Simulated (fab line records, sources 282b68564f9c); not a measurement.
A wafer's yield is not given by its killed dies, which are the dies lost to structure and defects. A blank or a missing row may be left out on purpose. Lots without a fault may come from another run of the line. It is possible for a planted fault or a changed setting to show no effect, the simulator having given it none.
A struck lot beside a sound one ; flow ritCmos ; 14 steps out of a route of 202
Sound: these wafers, L245.2, L245.4, L245.6. The struck wafers were L243.1, L243.3, L243.5. The cause is given at the end.
Each step with rows lists, per side, the tool, then ch with its chambers, then its first start. Under that, the readings that differ: sound wafers ; struck wafers ; difference of the means ; sigmas: that difference in standard deviations of wafers without a fault.
alike: readings whose means differ by less than 2 such deviations, and words and numbers that are the same on both sides. not compared: withheld readings, readings that some wafer has no value for, bounds like >300 that may hide the same value, and numbers for which the record gives no deviation and whose values overlap.
A row with sigmas, a row that says differs or no value, or rows on one side alone: a step with any of these is where the two part. Non-overlapping numbers with no deviation appear without sigmas and do not part them. A reading missing from all wafers of one side parts the sides only when that side holds two or more wafers.

first, 4 steps without rows for these wafers: RIT_NWELL_SOFTBAKE_02 (time 60 s); RIT_NWELL_EXPOSE_03 (exposes mask M2, target cd 43900 nm); RIT_NWELL_PEB_04; RIT_NWELL_DEVELOP_05 (develop time 68 s).
RIT_NWELL_OVL_MEAS_06:
  struck on overlay-01, day 5 19:51; sound on overlay-02, day 6 13:49
  alike: NWELL_OVL
then, 2 steps without rows for these wafers: RIT_NWELL_HARDBAKE_07 (time 120 s); RIT_NWELL_IMPLANT_08.
RIT_NWELL_STRIP_09: strips in O2, time 180 s.
  sound on plasmaAsher-03 ch 0,1, day 6 14:15; struck on plasmaAsher-03 ch 0,1, day 5 20:17
  alike: drypumpMotorCurrentA
  not compared: rfHoursCounterH
RIT_NWELL_TW_MEAS_10:
  struck on filmMetro-04, day 5 20:28; sound on filmMetro-04, day 6 14:26
  alike: NWELL_TW
then, 3 steps without rows for these wafers: RIT_PWELL_HMDS_00 (prime time 60 s); RIT_PWELL_COAT_01 (resist thk 1300 nm); RIT_PWELL_SOFTBAKE_02 (time 60 s).
RIT_PWELL_EXPOSE_03: exposes mask M3, target cd 43700 nm.
  sound on ilineStepper-01 ch 0, day 6 14:58; struck on ilineStepper-02, day 5 21:05
  no value came back on the struck wafers for exposureDoseMJCm2, focusOffsetNm (nm), reticleTempC (C); on the sound wafers exposureDoseMJCm2 reads 249.87 249.82 250.33
  alike: mask
next, for these wafers, 1 step has no rows: RIT_PWELL_PEB_04.

== WHERE THEY PART ==
RIT_PWELL_EXPOSE_03 only, going by this record.

WHY: what had been put in by the simulator
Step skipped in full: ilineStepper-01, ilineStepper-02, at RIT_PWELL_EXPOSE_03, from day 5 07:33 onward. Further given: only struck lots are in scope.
